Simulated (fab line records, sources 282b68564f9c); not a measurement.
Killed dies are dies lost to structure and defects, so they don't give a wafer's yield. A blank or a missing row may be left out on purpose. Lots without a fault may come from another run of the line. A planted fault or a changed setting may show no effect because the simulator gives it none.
Which tool did it? | flow rit_cmos | 14 lots, 42 wafers sampled, at 2 steps of a route of 202

WHAT THE GAUGES READ, wafer by wafer
RIT_PLDD_OVL_MEAS_06. Usual: PLDD_OVL 0.7 nm, standard deviation 1.3.
lot  | measured    | on         | PLDD_OVL (nm) | flag
L679 | day 2 21:42 | overlay-01 | 0.0 -1.0 -0.7 |
L680 | day 3 03:56 | overlay-02 | -0.2 -0.7 1.2 |
L681 | day 3 06:23 | overlay-01 | 0.6 1.6 1.9   |
L682 | day 3 10:40 | overlay-02 | 3.3 3.0 0.4   |
L683 | day 3 18:01 | overlay-01 | 0.6 -0.5 0.0  |
L684 | day 4 00:37 | overlay-01 | 4.8 3.9 3.7   |
L686 | day 4 11:55 | overlay-01 | 0.0 -0.7 -0.3 |
L687 | day 4 15:57 | overlay-02 | 0.4 1.5 0.5   |
L690 | day 5 07:02 | overlay-01 | 1.5 0.3 3.0   |
L692 | day 5 17:02 | overlay-02 | -0.4 0.9 0.3  |
L693 | day 5 23:05 | overlay-02 | -0.5 1.6 0.7  |
L694 | day 6 01:11 | overlay-02 | 1.4 2.8 2.9   |
L696 | day 6 13:01 | overlay-01 | 1.4 1.6 3.2   |
L700 | day 7 07:28 | overlay-01 | 0.7 -0.6 1.1  |

WHICH TOOL RAN EACH LOT (tool, then ch and the chambers of the sampled wafers, then the start)
lot  | RIT_NLDD_STRIP_09
L679 | plasma_asher-02 ch 0,1, day 2 20:29
L680 | plasma_asher-03 ch 0,1, day 3 02:47
L681 | plasma_asher-03 ch 0,1, day 3 05:18
L682 | plasma_asher-03 ch 0,1, day 3 09:28
L683 | plasma_asher-02 ch 0,1, day 3 16:55
L684 | plasma_asher-04 ch 0,1, day 3 23:32
L686 | plasma_asher-04 ch 0,1, day 4 10:35
L687 | plasma_asher-03 ch 0,1, day 4 14:43
L690 | plasma_asher-03 ch 0,1, day 5 05:49
L692 | plasma_asher-02 ch 0,1, day 5 15:31
L693 | plasma_asher-02 ch 0,1, day 5 21:55
L694 | plasma_asher-04 ch 0,1, day 5 23:56
L696 | plasma_asher-04 ch 0,1, day 6 11:36
L700 | plasma_asher-04 ch 0,1, day 7 06:17
- RIT_NLDD_STRIP_09: strips in O2, time 180 s.

WHAT THE TOOLS THEMSELVES READ (means of the sampled wafers that have a number; where no wafer has one, the mark that the record gives instead)
RIT_NLDD_STRIP_09. Usual: drypump_motor_current_A 5.8 A, standard deviation 0.32.
lot  | tool            | drypump_motor_current_A (A) | flag
L679 | plasma_asher-02 | 5.9                         |
L680 | plasma_asher-03 | 5.4                         |
L681 | plasma_asher-03 | 5.5                         |
L682 | plasma_asher-03 | 5.3                         |
L683 | plasma_asher-02 | 5.9                         |
L684 | plasma_asher-04 | 6.0                         |
L686 | plasma_asher-04 | 6.1                         |
L687 | plasma_asher-03 | 5.3                         |
L690 | plasma_asher-03 | 5.3                         |
L692 | plasma_asher-02 | 5.8                         |
L693 | plasma_asher-02 | 5.9                         |
L694 | plasma_asher-04 | 5.9                         |
L696 | plasma_asher-04 | 5.9                         |
L700 | plasma_asher-04 | 6.1                         |

THE ANSWER, worked out from the rows above alone
Rule: a lot is off if the mean of its wafers that have a number lies more than 3 standard deviations from the usual mean. A lot without any number at a reading at which 4 lots or more have one is off too. The other lots that the step has rows for count as sound. The gauges are gone through in route order, then the tools' own readings, and for those a lot's mean is taken as printed above. The first step at which some lot is off is used, and at that step the reading that is off furthest; a lot without a number counts as furthest.
No lot is off at any reading shown: from this, nothing can be told.

WHAT THE SIMULATOR HAD PUT IN
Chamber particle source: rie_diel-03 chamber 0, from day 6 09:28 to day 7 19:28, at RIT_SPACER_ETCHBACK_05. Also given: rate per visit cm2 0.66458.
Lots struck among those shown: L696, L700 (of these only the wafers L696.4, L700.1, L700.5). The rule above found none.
